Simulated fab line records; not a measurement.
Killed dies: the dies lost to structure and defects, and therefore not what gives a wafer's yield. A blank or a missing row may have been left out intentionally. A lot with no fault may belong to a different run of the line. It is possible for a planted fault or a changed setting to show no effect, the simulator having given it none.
Comparing a struck lot with a sound one :: flow ritCmos :: 15 out of 202 route steps
Sound: wafers L973.2, L973.3, L973.6. Struck: wafers L985.1, L985.3, L985.5. At the end, the cause is stated.
At each step with rows: each side's tool, then ch and its chambers, then its first start. Under that, the readings that differ: sound wafers :: struck wafers :: difference of the means :: sigmas: that difference in standard deviations of wafers without a fault.
alike: words and numbers the same on both sides, and readings whose means are apart by under 2 such deviations; not compared: readings that were withheld, readings missing a value for some wafer, numbers with overlapping values and no deviation given by the record, and bounds like >300 which may hide the same value.
The two part at a step that has a row with sigmas, a row that says differs or no value, or rows on one side only. Non-overlapping numbers with no deviation appear without sigmas and do not part them. Lack of a reading on every wafer of one side parts them only where that side has two or more wafers.

first, 2 steps without rows for these wafers: RIT_PWELL_PEB_04; RIT_PWELL_DEVELOP_05 (develop time 68 s).
RIT_PWELL_OVL_MEAS_06:
  sound: overlay-02 at day 3 05:14; struck: overlay-02 at day 5 18:55
  alike: PWELL_OVL
then, 2 steps without rows for these wafers: RIT_PWELL_HARDBAKE_07 (time 120 s); RIT_PWELL_IMPLANT_08.
RIT_PWELL_STRIP_09: strips in O2, time 180 s.
  sound on plasmaAsher-02 ch 0, day 3 05:51; struck on plasmaAsher-01 ch 1, day 5 19:21
  alike: drypumpMotorCurrentA, rfReflPowerW
  not compared: rfHoursCounterH
RIT_PWELL_TW_MEAS_10:
  sound: filmMetro-02 at day 3 06:02; struck: filmMetro-03 at day 5 19:31
  alike: PWELL_TW
then, 1 step without rows for these wafers: RIT_WELLDRIVE_ANNEAL_00 (time 14700 s).
RIT_WELLDRIVE_RS_MEAS_01: uses a four-point probe to measure.
  sound: filmMetro-03 at day 3 11:58; struck: filmMetro-02 at day 6 00:40
  alike: NWELL_RS
RIT_WELLDRIVE_RS_MEAS_02: uses a four-point probe to measure.
  sound: filmMetro-03 at day 3 12:05; struck: filmMetro-02 at day 6 00:47
  alike: PWELL_RS
then, 2 steps without rows for these wafers: RIT_NRETRO_HMDS_00 (prime time 60 s); RIT_NRETRO_COAT_01 (resist thk 1300 nm).
RIT_NRETRO_SOFTBAKE_02: time 60 s.
  sound on lithoTrack-03 ch 0, day 3 12:31; struck on lithoTrack-03 ch 0, day 6 01:12
reading: runLengthS (s)
sound: 89.28 89.42 89.26
struck: 99.15 99.21 99.31
difference: +9.90
sigmas: +47
  alike: chillPlateTempC
then, 1 step without rows for these wafers: RIT_NRETRO_EXPOSE_03 (exposes mask M4, target cd 43900 nm).
RIT_M1_PROBE_99:
  rows exist in the record for the struck wafers here (prober-02, day 7 08:20), but not for the sound ones

## WHERE THEY PART
Last at RIT_M1_PROBE_99 as far as this record goes, first at RIT_NRETRO_SOFTBAKE_02.

WHY: what had been put in by the simulator
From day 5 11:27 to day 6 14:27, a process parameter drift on lithoTrack-03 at RIT_NRETRO_SOFTBAKE_02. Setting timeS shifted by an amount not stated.
